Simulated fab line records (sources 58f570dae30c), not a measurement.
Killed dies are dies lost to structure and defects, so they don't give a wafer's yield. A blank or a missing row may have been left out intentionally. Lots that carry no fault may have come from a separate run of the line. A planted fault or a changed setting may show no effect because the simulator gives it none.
Which tool was responsible? / flow berkeleyCmos170 / 13 lots with 39 wafers sampled at 5 steps, on a route of 331 steps

## WHAT THE GAUGES READ, wafer by wafer
UCB170_PFIELD_OVL_MEAS_06.
lot=L705; measured=day 4 18:49; on=overlay-01; PFIELD_OVL (nm)=-4 -3 1
lot=L706; measured=day 5 00:42; on=overlay-02; PFIELD_OVL (nm)=6 -2 -3
lot=L707; measured=day 5 00:56; on=overlay-01; PFIELD_OVL (nm)=1 9 8
lot=L709; measured=day 5 12:40; on=overlay-02; PFIELD_OVL (nm)=-3 -2 1
lot=L708; measured=day 5 12:56; on=overlay-02; PFIELD_OVL (nm)=-7 -2 -3
lot=L711; measured=day 5 23:27; on=overlay-01; PFIELD_OVL (nm)=1 0 0
lot=L710; measured=day 5 23:52; on=overlay-01; PFIELD_OVL (nm)=-8 -4 -1
lot=L716; measured=day 7 00:52; on=overlay-02; PFIELD_OVL (nm)=-3 -5 12
lot=L720; measured=day 7 16:54; on=overlay-01; PFIELD_OVL (nm)=-1 -6 1
lot=L721; measured=day 8 10:53; on=overlay-02; PFIELD_OVL (nm)=3 9 7
lot=L724; measured=day 9 01:19; on=overlay-01; PFIELD_OVL (nm)=1 4 1
lot=L725; measured=day 9 01:56; on=overlay-02; PFIELD_OVL (nm)=-1 1 3
lot=L727; measured=day 9 07:47; on=overlay-01; PFIELD_OVL (nm)=-3 -1 -4

UCB170_V1_THK_MEAS_01.
lot=L705; measured=day 7 17:15; on=filmMetro-04; V1_TEOS_THK (nm)=2004 2028 2015
lot=L706; measured=day 8 00:20; on=filmMetro-02; V1_TEOS_THK (nm)=1982 1986 2009
lot=L707; measured=day 8 00:20; on=filmMetro-04; V1_TEOS_THK (nm)=1998 1978 2019
lot=L709; measured=day 8 16:22; on=filmMetro-04; V1_TEOS_THK (nm)=1966 2021 2018
lot=L708; measured=day 8 16:18; on=filmMetro-01; V1_TEOS_THK (nm)=1984 2006 2003
lot=L711; measured=day 9 00:40; on=filmMetro-01; V1_TEOS_THK (nm)=1957 2000 1987
lot=L710; measured=day 9 00:39; on=filmMetro-02; V1_TEOS_THK (nm)=2019 2061 2046
lot=L716; measured=day 10 06:07; on=filmMetro-04; V1_TEOS_THK (nm)=2054 2101 2089 2053 2103 2090
lot=L720; measured=day 10 22:58; on=filmMetro-01; V1_TEOS_THK (nm)=2005 1989 2017
lot=L721; measured=day 11 14:23; on=filmMetro-02; V1_TEOS_THK (nm)=2017 2072 2030
lot=L724; measured=day 12 04:03; on=filmMetro-02; V1_TEOS_THK (nm)=1998 1981 2026
lot=L725; measured=day 12 04:02; on=filmMetro-04; V1_TEOS_THK (nm)=1995 1960 1994
lot=L727; measured=day 12 04:12; on=filmMetro-02; V1_TEOS_THK (nm)=1999 1973 2026

UCB170_V2_OVL_MEAS_13.
lot=L705; measured=day 8 02:50; on=overlay-02; V2_OVL (nm)=-9 -6 -4
lot=L706; measured=day 8 09:07; on=overlay-02; V2_OVL (nm)=8 6 -3
lot=L707; measured=day 8 10:04; on=overlay-02; V2_OVL (nm)=-2 -1 -5
lot=L709; measured=day 9 03:20; on=overlay-02; V2_OVL (nm)=-1 4 0
lot=L708; measured=day 9 02:10; on=overlay-01; V2_OVL (nm)=-9 -4 -10
lot=L711; measured=day 9 09:07; on=overlay-01; V2_OVL (nm)=2 -4 2
lot=L710; measured=day 9 09:13; on=overlay-02; V2_OVL (nm)=1 -4 -9
lot=L716; measured=day 10 22:55; on=overlay-02; V2_OVL (nm)=3 -6 -9
lot=L720; measured=day 11 09:01; on=overlay-01; V2_OVL (nm)=-9 6 5
lot=L721; measured=day 11 21:42; on=overlay-02; V2_OVL (nm)=-1 -2 1
lot=L724; measured=day 12 11:15; on=overlay-01; V2_OVL (nm)=2 -3 -2
lot=L725; measured=day 12 12:03; on=overlay-02; V2_OVL (nm)=-4 -2 -5
lot=L727; measured=day 12 12:20; on=overlay-01; V2_OVL (nm)=-3 -7 -3

UCB170_M3_OVL_MEAS_16.
lot=L705; measured=day 8 05:44; on=overlay-02; M3_OVL (nm)=2 -1 -3
lot=L706; measured=day 8 11:55; on=overlay-02; M3_OVL (nm)=1 2 7
lot=L707; measured=day 8 13:08; on=overlay-01; M3_OVL (nm)=3 -3 3
lot=L709; measured=day 9 06:13; on=overlay-02; M3_OVL (nm)=-1 -1 9
lot=L708; measured=day 9 05:31; on=overlay-02; M3_OVL (nm)=3 -4 8
lot=L711; measured=day 9 15:01; on=overlay-01; M3_OVL (nm)=4 0 -2
lot=L710; measured=day 9 15:17; on=overlay-02; M3_OVL (nm)=-5 2 -4
lot=L716; measured=day 11 01:22; on=overlay-01; M3_OVL (nm)=0 -1 3
lot=L720; measured=day 11 11:52; on=overlay-02; M3_OVL (nm)=-5 2 0
lot=L721; measured=day 12 02:40; on=overlay-02; M3_OVL (nm)=-5 11 3
lot=L724; measured=day 12 14:05; on=overlay-01; M3_OVL (nm)=2 9 5
lot=L725; measured=day 12 18:10; on=overlay-01; M3_OVL (nm)=-9 -5 -2
lot=L727; measured=day 12 18:22; on=overlay-02; M3_OVL (nm)=1 9 -4

## WHAT TOOL EACH LOT RAN ON (gives the tool, then ch and the chambers of the sampled wafers, and finally the start)
lot=L705; UCB170_V1_CVD_00=pecvd-03 ch 0,1, day 7 17:06
lot=L706; UCB170_V1_CVD_00=pecvd-03 ch 1,2, day 8 00:11
lot=L707; UCB170_V1_CVD_00=pecvd-01 ch 0,1, day 8 00:11
lot=L709; UCB170_V1_CVD_00=pecvd-04 ch 1, day 8 16:08
lot=L708; UCB170_V1_CVD_00=pecvd-03 ch 0,1, day 8 16:08
lot=L711; UCB170_V1_CVD_00=pecvd-01 ch 1,2, day 9 00:30
lot=L710; UCB170_V1_CVD_00=pecvd-03 ch 1,2, day 9 00:30
lot=L716; UCB170_V1_CVD_00=pecvd-01 ch 0,2, day 10 05:56
lot=L720; UCB170_V1_CVD_00=pecvd-04 ch 0,1,2, day 10 22:49
lot=L721; UCB170_V1_CVD_00=pecvd-03 ch 0,1, day 11 14:14
lot=L724; UCB170_V1_CVD_00=pecvd-03 ch 0,1,2, day 12 03:53
lot=L725; UCB170_V1_CVD_00=pecvd-04 ch 0,2, day 12 03:53
lot=L727; UCB170_V1_CVD_00=pecvd-03 ch 0,1,2, day 12 04:02
- UCB170_V1_CVD_00: deposits SiO2 from TEOS/O2, target thk 2000 nm, time 250 s.

## WHAT THE TOOLS THEMSELVES READ (means of the sampled wafers that have a number; where no wafer has one, the mark that the record gives instead)
UCB170_V1_CVD_00.
lot=L705; tool=pecvd-03; heaterPowerW (W)=261
lot=L706; tool=pecvd-03; heaterPowerW (W)=247
lot=L707; tool=pecvd-01; heaterPowerW (W)=300
lot=L709; tool=pecvd-04; heaterPowerW (W)=255
lot=L708; tool=pecvd-03; heaterPowerW (W)=297
lot=L711; tool=pecvd-01; heaterPowerW (W)=290
lot=L710; tool=pecvd-03; heaterPowerW (W)=225
lot=L716; tool=pecvd-01; heaterPowerW (W)=274
lot=L720; tool=pecvd-04; heaterPowerW (W)=253
lot=L721; tool=pecvd-03; heaterPowerW (W)=295
lot=L724; tool=pecvd-03; heaterPowerW (W)=285
lot=L725; tool=pecvd-04; heaterPowerW (W)=297
lot=L727; tool=pecvd-03; heaterPowerW (W)=257

## THE ANSWER, worked out from the rows above alone
Rule: the usual values come from the lots themselves. Put in order of their means at a reading, lots are off if they are a third of the lots or fewer, leave a main group of 4 or more, and stand apart from it by a gap of 3 or more times the standard deviation of the main group's means; of several such gaps the widest counts. Not used: any main group whose means are identical at the precision the tables above print for the reading. A lot without any number at a reading at which 4 lots or more have one is off too. All remaining lots with rows at the step are treated as sound. First the gauges in route order, then the tools' own readings, where a lot's mean is used as printed above. The first step at which some lot is off is used, and at that step the reading that is off furthest; a lot without a number counts as furthest.
None of the lots is off at any reading shown; this tells nothing.

## WHAT THE SIMULATOR HAD PUT IN
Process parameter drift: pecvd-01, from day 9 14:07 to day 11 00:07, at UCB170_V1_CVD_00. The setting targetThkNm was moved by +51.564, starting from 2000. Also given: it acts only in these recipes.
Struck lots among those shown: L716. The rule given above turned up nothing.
